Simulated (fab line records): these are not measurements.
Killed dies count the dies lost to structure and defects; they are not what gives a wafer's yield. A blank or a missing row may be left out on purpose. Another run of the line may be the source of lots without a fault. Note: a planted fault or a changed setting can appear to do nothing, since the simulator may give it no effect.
2 desks looking at one fault | flow berkeley_cmos170 | each desk holds nothing but its own numbers, with what lay behind them at the end

## FROM THE METROLOGY DESK
Lot by lot, what the gauges showed, no matter which tool ran the lot: averages of those sampled wafers that carry a number. If a lot's mean is further than 4 standard deviations from the usual mean, the lot is out of limits and carries the mark OUT (the distance appears in the brackets).
Columns: A = ACTIVE_NITRIDE_THK at UCB170_ACTIVE_THK_MEAS_06, usual 220.7 nm
lot  | first seen here | A
L578 | day 4 19:37     | 223.2
L579 | day 5 03:17     | 222.6
L580 | day 5 17:55     | 220.4
L582 | day 6 01:32     | 221.3
L584 | day 6 01:34     | 226.0
L585 | day 6 09:47     | 214.6
L587 | day 6 21:34     | 214.6
L588 | day 6 21:34     | 213.9
L590 | day 7 10:31     | 220.4
L589 | day 7 10:32     | 219.4
L591 | day 7 18:39     | 213.1
L594 | day 8 17:58     | 218.7
L597 | day 8 18:01     | 221.4
L595 | day 8 18:05     | 220.6
L601 | day 9 19:43     | 223.7
L600 | day 9 19:44     | 222.2
This desk's verdict: no lot among the 16 shows anything out of limits.

## TOOL OWNER'S DESK, lpcvd-01
The tool's own readings at UCB170_ACTIVE_CVD_05 (deposits Si3N4 from SiH2Cl2/NH3, target thk 220 nm, time 3300 s): means of the sampled wafers that have a number, for each lot that ran on this tool. If a lot's mean is further than 4 standard deviations from the usual mean, the lot is out of limits and carries the mark OUT (the distance appears in the brackets).
Columns: A = spike_tc_centre_C at UCB170_ACTIVE_CVD_05, usual 802.7 C; B = susceptor_temp_C at UCB170_ACTIVE_CVD_05, usual 800.0 C
lot  | first seen here | A     | B
L578 | day 4 16:44     | 801.4 | 800.2
L579 | day 5 01:22     | 803.1 | 800.6
L580 | day 5 15:59     | 801.9 | 800.2
L582 | day 5 23:35     | 801.9 | 800.4
L584 | day 5 23:35     | 803.6 | 800.4
L585 | day 6 07:51     | 803.1 | 799.9
L587 | day 6 19:38     | 803.3 | 799.9
L588 | day 6 19:38     | 803.5 | 799.9
L591 | day 7 16:44     | 801.9 | 799.8
This desk's verdict: no lot among the 9 shows anything out of limits.

## TAKEN TOGETHER
From the metrology desk's view, nothing was out of limits.
Nothing out of limits was seen by the tool owner's desk.

## WHAT WAS PUT IN BY THE SIMULATOR
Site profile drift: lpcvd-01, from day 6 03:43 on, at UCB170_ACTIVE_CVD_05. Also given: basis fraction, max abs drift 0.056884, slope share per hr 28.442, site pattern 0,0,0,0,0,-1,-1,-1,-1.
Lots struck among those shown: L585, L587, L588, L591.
